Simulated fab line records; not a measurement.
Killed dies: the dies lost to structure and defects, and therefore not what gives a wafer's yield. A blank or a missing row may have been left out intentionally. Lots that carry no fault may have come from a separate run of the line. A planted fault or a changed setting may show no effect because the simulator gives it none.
One fault seen from 2 desks + flow rit cmos + only its own numbers are on each desk; what lay behind them is given at the end

AT THE METROLOGY DESK
What the gauges read, lot by lot, whatever tool the lot ran on: means of the sampled wafers that have a number. The brackets show how far a lot's mean lies from the usual mean; more than 4 standard deviations puts the lot out of limits, marked OUT.
Columns: A = ACTIVE_OXIDE_THK at RIT_ACTIVE_THK_MEAS_02, usual 47.4 nm
| lot  | first seen here | A               |
|------|-----------------|-----------------|
| L723 | day 1 14:17     | 49.4            |
| L724 | day 1 17:17     | 47.2            |
| L725 | day 1 22:05     | 46.3            |
| L726 | day 2 03:03     | 47.7            |
| L727 | day 2 08:03     | 45.8            |
| L728 | day 2 13:05     | 47.4            |
| L729 | day 2 18:03     | 47.6            |
| L730 | day 3 01:09     | 48.8            |
| L731 | day 3 04:05     | 46.5            |
| L735 | day 4 00:04     | 51.4 (+4.0) OUT |
| L738 | day 4 15:03     | 51.1            |
| L741 | day 5 06:03     | 50.9            |
| L743 | day 5 17:11     | 45.4            |
| L744 | day 5 21:58     | 45.8            |
Per this desk, out of limits: L735; the first was L735, day 4 00:04 (ACTIVE_OXIDE_THK at RIT_ACTIVE_THK_MEAS_02). L723, L724, L725, L726, L727, L728, L729, L730, L731, L738, L741, L743, L744: within limits.

AT THE TOOL OWNER'S DESK: furnace-01
The tool's own readings at RIT_ACTIVE_OXIDATION_01 (target thk 46.8 nm, ox time 3360 s): means of the sampled wafers that have a number, for each lot that ran on this tool. The brackets show how far a lot's mean lies from the usual mean; more than 4 standard deviations puts the lot out of limits, marked OUT.
Columns: A = spike tc centre C at RIT_ACTIVE_OXIDATION_01, usual 1002.0 C; B = zone power centre pct at RIT_ACTIVE_OXIDATION_01, usual 45.5 %
| lot  | first seen here | A      | B    |
|------|-----------------|--------|------|
| L723 | day 1 12:20     | 1000.8 | 45.3 |
| L724 | day 1 15:21     | 1000.5 | 44.8 |
| L726 | day 2 01:07     | 1002.1 | 45.7 |
| L730 | day 2 23:13     | 1000.0 | 44.8 |
| L735 | day 3 22:07     | 1001.6 | 44.8 |
| L738 | day 4 13:07     | 1000.5 | 45.3 |
| L741 | day 5 04:07     | 999.7  | 45.7 |
Finding of this desk: none of the 7 lots has anything out of limits.

TAKEN TOGETHER
The metrology desk could have raised an alarm at day 4 00:04, on L735.
Nothing out of limits was seen by the tool owner's desk.
The tool owner's desk has L735 on record, within its limits.
Every lot named ran RIT_ACTIVE_OXIDATION_01 on furnace-01.

WHAT THE SIMULATOR PUT IN
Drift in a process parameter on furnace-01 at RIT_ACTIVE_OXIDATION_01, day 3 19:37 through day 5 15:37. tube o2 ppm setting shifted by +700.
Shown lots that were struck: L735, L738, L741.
Delay in hours, fault start to first out-of-limits reading, per desk: metrology desk 4.
